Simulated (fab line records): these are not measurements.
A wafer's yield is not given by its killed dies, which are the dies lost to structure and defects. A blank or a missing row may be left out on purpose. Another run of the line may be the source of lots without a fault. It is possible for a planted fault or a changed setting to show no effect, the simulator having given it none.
fab line records + flow berkeley-cmos170
record:
- lots: 14
- wafers: 42
- last-day: 12
route steps=331 shown ACTIVE@76
lots untouched by any fault: they come from a run of this same line in which no faults occurred
start-h: start of the lot's first displayed wafer, in hours after the record's first day + wait-h: time in hours since the lot's previous step + " same as the row above + L1.1+2: a single row standing in for several wafers + - no value present, or no start provided + * or withheld: withheld + < > ~ a bound
route shown NAME@n: a module of which the file shows steps, and the number in the route of the first + usual: average and standard deviation across the fault-free wafers + same: alike in all rows + chamber/n: place in a boat + sites: each site's reading + _std_site: the standard deviation of these + _edge_site: outer sites' mean less inner sites' + radius-mm: how far each site lies from the wafer's centre + mask NAME#n: copy n + behind: the most recent tool/chamber to have shaped the wafer + hold: why the lot was held/for how many hours/how that ended + device: whichever transistor did not switch (one of n, p or np) + end of line: tests run on the same wafers once the route is complete + a step with no rows: only its recipe + killed: dies lost to structure and defects at the first sort, not the wafer's yield + map: shows each die of a wafer: x if killed, . if not, _ if none is there
set.NAME: the setting that was run; set.NAME@STEP: the one run at that earlier step + model.NAME: the simulator's own value behind a step, which no gauge read
route steps across a sampled set of lots; one table per step, one row per wafer
services: the hour from which a tool's chamber was out of use, counted from the record's first day as start-h (under 0 if before that day), plus the number of hours and why
== steps ==
step: UCB170_ACTIVE_STRIP_16
recipe:
- chemistry: O2
- power-w: 400
- pressure-mtorr: 3500
- platen-temp-c: withheld
- o2-flow-sccm: 400
- overash-fraction: 0.5
usual:
- chamber-pressure-mTorr: 3500/3
- drypump-motor-current-A: 5.8/0.65
- oes-product-au: 0.721/0.0046
- strip-time-to-endpoint-s: 18.11/0.066
| lot.wafer | tool            | chamber | start-h | wait-h | chamber-pressure-mTorr | drypump-motor-current-A | oes-product-au | rf-hours-counter-h | strip-time-to-endpoint-s |
|-----------|-----------------|---------|---------|--------|------------------------|-------------------------|----------------|--------------------|--------------------------|
| L629.1    | plasma-asher-02 | 1       | 82.26   | 0.1    | 3500                   | 6.8                     | 0.723          | 30                 | 18.20                    |
| L629.3    | "               | 0       | "       | "      | 3502                   | 5.6                     | 0.724          | -                  | 18.10                    |
| L629.6    | "               | 0       | "       | "      | 3503                   | 5.6                     | 0.714          | -                  | 18.16                    |
| L631.1    | plasma-asher-02 | 1       | 84.00   | 0.1    | 3502                   | 6.8                     | 0.722          | 30                 | 18.09                    |
| L631.2    | "               | 0       | "       | "      | 3505                   | 5.6                     | 0.722          | 30                 | 18.07                    |
| L631.5    | "               | 1       | "       | "      | 3500                   | 6.8                     | 0.722          | -                  | 18.07                    |
| L633.3    | plasma-asher-02 | 0       | 98.43   | 0.1    | 3502                   | 5.7                     | 0.720          | -                  | 18.04                    |
| L633.4    | "               | 1       | "       | "      | 3501                   | 6.8                     | 0.718          | -                  | 18.02                    |
| L633.5    | "               | 0       | "       | "      | 3503                   | 5.6                     | 0.722          | -                  | 18.13                    |
| L632.2    | plasma-asher-01 | 1       | 102.48  | 0.1    | 3499                   | 4.9                     | 0.722          | 40                 | 18.09                    |
| L632.3    | "               | 1       | "       | "      | 3500                   | 4.9                     | 0.728          | -                  | 18.10                    |
| L632.5    | "               | 0       | "       | "      | 3494                   | 5.4                     | 0.715          | -                  | 18.16                    |
| L636.2    | plasma-asher-01 | 0       | 111.80  | 0.1    | 3502                   | 5.4                     | 0.730          | 42                 | 18.12                    |
| L636.4    | "               | 1       | "       | "      | 3500                   | 4.9                     | 0.718          | -                  | 17.97                    |
| L636.5    | "               | 0       | "       | "      | 3493                   | 5.4                     | 0.725          | -                  | 18.07                    |
| L639.2    | plasma-asher-01 | 1       | 120.14  | 0.1    | -                      | -                       | -              | -                  | -                        |
| L639.3    | "               | 1       | "       | "      | -                      | -                       | -              | -                  | -                        |
| L639.6    | "               | 0       | "       | "      | -                      | -                       | -              | -                  | -                        |
| L640.2    | plasma-asher-03 | 0       | 128.27  | 0.1    | -                      | -                       | -              | -                  | -                        |
| L640.4    | "               | 1       | "       | "      | -                      | -                       | -              | -                  | -                        |
| L640.6    | "               | 1       | "       | "      | -                      | -                       | -              | -                  | -                        |
| L646.2    | plasma-asher-02 | 1       | 154.31  | 0.1    | 3499                   | 6.8                     | 0.728          | 41                 | 18.16                    |
| L646.4    | "               | 1       | "       | "      | 3501                   | 6.8                     | 0.720          | -                  | 18.16                    |
| L646.5    | "               | 1       | "       | "      | 3503                   | 6.8                     | 0.720          | -                  | 18.16                    |
| L644.2    | plasma-asher-03 | 1       | 154.64  | 0.1    | 3508                   | 6.0                     | 0.711          | 2                  | 18.05                    |
| L644.4    | "               | 0       | "       | "      | 3496                   | 5.7                     | 0.724          | -                  | 18.09                    |
| L644.5    | "               | 1       | "       | "      | 3498                   | 6.0                     | 0.727          | -                  | 18.01                    |
| L649.3    | plasma-asher-02 | 1       | 177.80  | 0.1    | 3496                   | 6.8                     | 0.718          | -                  | 18.09                    |
| L649.4    | "               | 0       | "       | "      | 3497                   | 5.6                     | 0.725          | -                  | 18.03                    |
| L649.5    | "               | 1       | "       | "      | 3501                   | 6.8                     | 0.717          | -                  | 18.03                    |
| L648.1    | plasma-asher-03 | 1       | 177.89  | 0.1    | 3505                   | 5.9                     | 0.717          | 4                  | 18.11                    |
| L648.3    | "               | 1       | "       | "      | 3500                   | 5.9                     | 0.720          | -                  | 18.10                    |
| L648.4    | "               | 0       | "       | "      | 3500                   | 5.7                     | 0.715          | -                  | 18.06                    |
| L647.3    | plasma-asher-01 | 0       | 178.00  | 0.1    | 3500                   | 5.4                     | 0.722          | -                  | 18.09                    |
| L647.4    | "               | 1       | "       | "      | 3500                   | 4.9                     | 0.716          | -                  | 18.08                    |
| L647.5    | "               | 1       | "       | "      | 3498                   | 4.9                     | 0.724          | -                  | 18.19                    |
| L650.1    | plasma-asher-01 | 1       | 183.95  | 0.1    | 3500                   | 4.9                     | 0.720          | 51                 | 18.07                    |
| L650.2    | "               | 0       | "       | "      | 3506                   | 5.4                     | 0.723          | 51                 | 18.09                    |
| L650.6    | "               | 0       | "       | "      | 3507                   | 5.4                     | 0.721          | -                  | 18.00                    |
| L651.1    | plasma-asher-02 | 1       | 194.94  | 0.1    | 3490                   | 6.8                     | 0.717          | 45                 | 18.12                    |
| L651.2    | "               | 0       | "       | "      | 3496                   | 5.6                     | 0.722          | 45                 | 18.11                    |
| L651.6    | "               | 0       | "       | "      | 3496                   | 5.6                     | 0.711          | -                  | 18.18                    |
== services ==
| tool            | chamber | start-h | hours | kind       |
|-----------------|---------|---------|-------|------------|
| plasma-asher-03 | -       | 66.97   | 49.4  | repair     |
| plasma-asher-01 | -       | 79.85   | 2.8   | pm         |
| plasma-asher-03 | -       | 116.34  | 9.0   | pm         |
| plasma-asher-03 | 0       | 116.34  | 9.0   | vent-cycle |
| plasma-asher-03 | 1       | 116.34  | 9.0   | vent-cycle |
| plasma-asher-03 | 0       | 125.34  | -     | clean      |
| plasma-asher-03 | 1       | 125.34  | -     | clean      |
| plasma-asher-03 | -       | 131.76  | 13.2  | pm         |
== key ==
first-sign:
- step: UCB170_ACTIVE_STRIP_16
- reading: tool-record
- direction: missing
effect none on later readings
met-at UCB170_ACTIVE_STRIP_16
struck-lots L639,L640
later-rows-left-out L639.2,L639.3,L639.6,L640.2,L640.4,L640.6
sort-left-out L639.2,L639.3,L639.6,L640.2,L640.4,L640.6
tester-left-out L639,L640
onset-between 111.80 120.14
fault:
- kind: skipped-step-whole
- tool: plasma-asher-01,plasma-asher-03
- chamber: -
- onset-h: 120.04
- steps: UCB170_ACTIVE_STRIP_16
- scope: struck-lots-only
tester-left-out: of these lots the tester's yield and bins aren't shown, on N5 and GAA mostly nor the transistor test; their killed dies are dies lost to structure and defects alone, not to doping, threshold or leakage, so they don't give the yield
sort-left-out: the simulated sort isn't trusted on such a fault, so these wafers' sort isn't shown, and their yield isn't known
later-rows-left-out: the simulator's readings of these wafers behind a module that went badly wrong aren't trusted and aren't shown, but for the sort
